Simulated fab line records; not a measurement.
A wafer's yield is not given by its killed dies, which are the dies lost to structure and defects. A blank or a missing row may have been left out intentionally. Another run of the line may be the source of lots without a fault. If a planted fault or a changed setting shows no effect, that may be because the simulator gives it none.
A lot that was struck, set against a sound lot + flow berkeley-cmos170 + 15 out of 331 route steps
Sound: wafers L597.2, L597.4, L597.6. Wafers L605.1, L605.3, L605.6 were the ones struck. Last of all comes the cause.
At each step with rows: each side's tool, then ch and its chambers, then its first start. Under that, the readings that differ: sound wafers + struck wafers + difference of the means + sigmas: that difference in standard deviations of wafers without a fault.
alike: same words and numbers on both sides, and readings whose means sit less than 2 such deviations apart. not compared: any withheld reading, any reading some wafer has no value for, any bound like >300 that may hide the same value, and any number with overlapping values for which the record gives no deviation.
Wherever a step has rows on one side only, a row that says differs or no value, or a row with sigmas, the two part there. Non-overlapping numbers with no deviation appear without sigmas and do not part them. A reading that every wafer of one side lacks parts them only if that side has two wafers or more.

first, 7 steps without rows for these wafers: UCB170_SCREENOX_ANNEAL_03 (time 900 s); UCB170_NVT_HMDS_00 (prime time 60 s); UCB170_NVT_COAT_01 (resist thk 900 nm); UCB170_NVT_SOFTBAKE_02 (time 60 s); UCB170_NVT_EXPOSE_03 (exposes mask PWELL, target cd 3000 nm); UCB170_NVT_PEB_04; UCB170_NVT_DEVELOP_05 (develop time 45 s).
UCB170_NVT_OVL_MEAS_06:
  sound: overlay-02 at day 8 06:08; struck: overlay-01 at day 9 17:23
  alike: NVT_OVL
then, 1 step without rows for these wafers: UCB170_NVT_IMPLANT_07.
UCB170_NVT_STRIP_08: strips in O2.
  sound on plasma-asher-02 ch 0,1, day 8 06:19; struck on plasma-asher-03 ch 0,1, day 9 17:34
  alike: drypump-motor-current-A, oes-product-au, strip-time-to-endpoint-s
  not compared: rf-hours-counter-h
UCB170_NVT_TW_MEAS_09:
  sound: film-metro-01 at day 8 06:25; struck: film-metro-01 at day 9 17:40
  alike: NVT_TW
then, 1 step without rows for these wafers: UCB170_NVT_CLEAN_10 (cleans in SPM, time 600 s).
UCB170_PVT_HMDS_00: prime time 60 s.
  sound on litho-track-03 ch 0, day 8 08:03; struck on litho-track-02 ch 0, day 9 18:44
| reading          | sound                | struck               | difference | sigmas |
|------------------|----------------------|----------------------|------------|--------|
| prime-temp-c (C) | 100.12 100.08 100.09 | 102.77 103.04 103.07 | +2.86      | +20    |
then, 2 steps without rows for these wafers: UCB170_PVT_COAT_01 (resist thk 900 nm); UCB170_M3_PROBE_99.

== WHERE THEY PART ==
Only at UCB170_PVT_HMDS_00, within this record.

WHY: what the simulator had put in
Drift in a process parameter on litho-track-02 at UCB170_PVT_HMDS_00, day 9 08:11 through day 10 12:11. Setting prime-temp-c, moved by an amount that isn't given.
